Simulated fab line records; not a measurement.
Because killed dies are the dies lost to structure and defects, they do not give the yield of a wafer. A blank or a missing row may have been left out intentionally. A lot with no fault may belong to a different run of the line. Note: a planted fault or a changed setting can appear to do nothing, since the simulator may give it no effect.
A lot that was struck, set against a sound lot	flow ritCmos	15 out of 202 route steps
Sound: wafers L270.2, L270.4, L270.5. Struck: wafer L285.1 (left out: L285.2, L285.6 of the same lot, which were not struck); the cause appears at the end.
Order at every step that has rows: each side's tool, ch and its chambers, its first start. Under that, the readings that differ: sound wafers	struck wafers	difference of the means	sigmas: that difference in standard deviations of wafers without a fault.
alike: readings with means less than 2 such deviations apart, plus words and numbers identical on both sides. not compared: withheld readings, readings lacking a value on some wafer, bounds such as >300 that could conceal the same value, and numbers that have no deviation in the record and whose values overlap.
Wherever a step has rows on one side only, a row that says differs or no value, or a row with sigmas, the two part there. Non-overlapping numbers with no deviation appear without sigmas and do not part them. A reading missing from all wafers of one side parts the sides only when that side holds two or more wafers.

first, 1 step without rows for these wafers: RIT_NWELL_IMPLANT_08.
RIT_NWELL_STRIP_09: strips in O2, time 180 s.
  sound on plasmaAsher-03 ch 0,1, day 3 09:36; struck on plasmaAsher-01 ch 1, day 6 11:47
reading	sound	struck	difference	sigmas
drypumpMotorCurrentA (A)	5.46 5.24 5.43	6.03	+0.65	+2
  alike: o2FlowSccm
  not compared: rfHoursCounterH
RIT_NWELL_TW_MEAS_10:
  struck on filmMetro-04, day 6 11:58; sound on filmMetro-01, day 3 09:47
  alike: NWELL_TW
then, 6 steps without rows for these wafers: RIT_PWELL_HMDS_00 (prime time 60 s); RIT_PWELL_COAT_01 (resist thk 1300 nm); RIT_PWELL_SOFTBAKE_02 (time 60 s); RIT_PWELL_EXPOSE_03 (exposes mask M3, target cd 43700 nm); RIT_PWELL_PEB_04; RIT_PWELL_DEVELOP_05 (develop time 68 s).
RIT_PWELL_OVL_MEAS_06:
  struck on overlay-02, day 6 12:55; sound on overlay-01, day 3 10:51
  alike: PWELL_OVL
then, 2 steps without rows for these wafers: RIT_PWELL_HARDBAKE_07 (time 120 s); RIT_PWELL_IMPLANT_08.
RIT_PWELL_STRIP_09: strips in O2, time 180 s.
  sound on plasmaAsher-03 ch 0,1, day 3 11:17; struck on plasmaAsher-03 ch 1, day 6 13:20
reading	sound	struck	difference	sigmas
o2FlowSccm (sccm)	4002 4006 4004	6007	+2003	+99 or more
  alike: drypumpMotorCurrentA
  not compared: rfHoursCounterH
RIT_PWELL_TW_MEAS_10:
  struck on filmMetro-01, day 6 13:31; sound on filmMetro-01, day 3 11:28
  alike: PWELL_TW
RIT_M1_PROBE_99:
  struck on prober-02, day 8 00:40; sound on prober-01, day 4 21:34
  alike: killedAtFrontEnd, killedDies, killedOpen, killedShort

## WHERE THEY PART
Earliest at RIT_NWELL_STRIP_09; latest, in this record, at RIT_PWELL_STRIP_09. Later steps at which nothing parts them and some readings are alike: RIT_PWELL_TW_MEAS_10, RIT_M1_PROBE_99.

WHY: the cause the simulator had injected
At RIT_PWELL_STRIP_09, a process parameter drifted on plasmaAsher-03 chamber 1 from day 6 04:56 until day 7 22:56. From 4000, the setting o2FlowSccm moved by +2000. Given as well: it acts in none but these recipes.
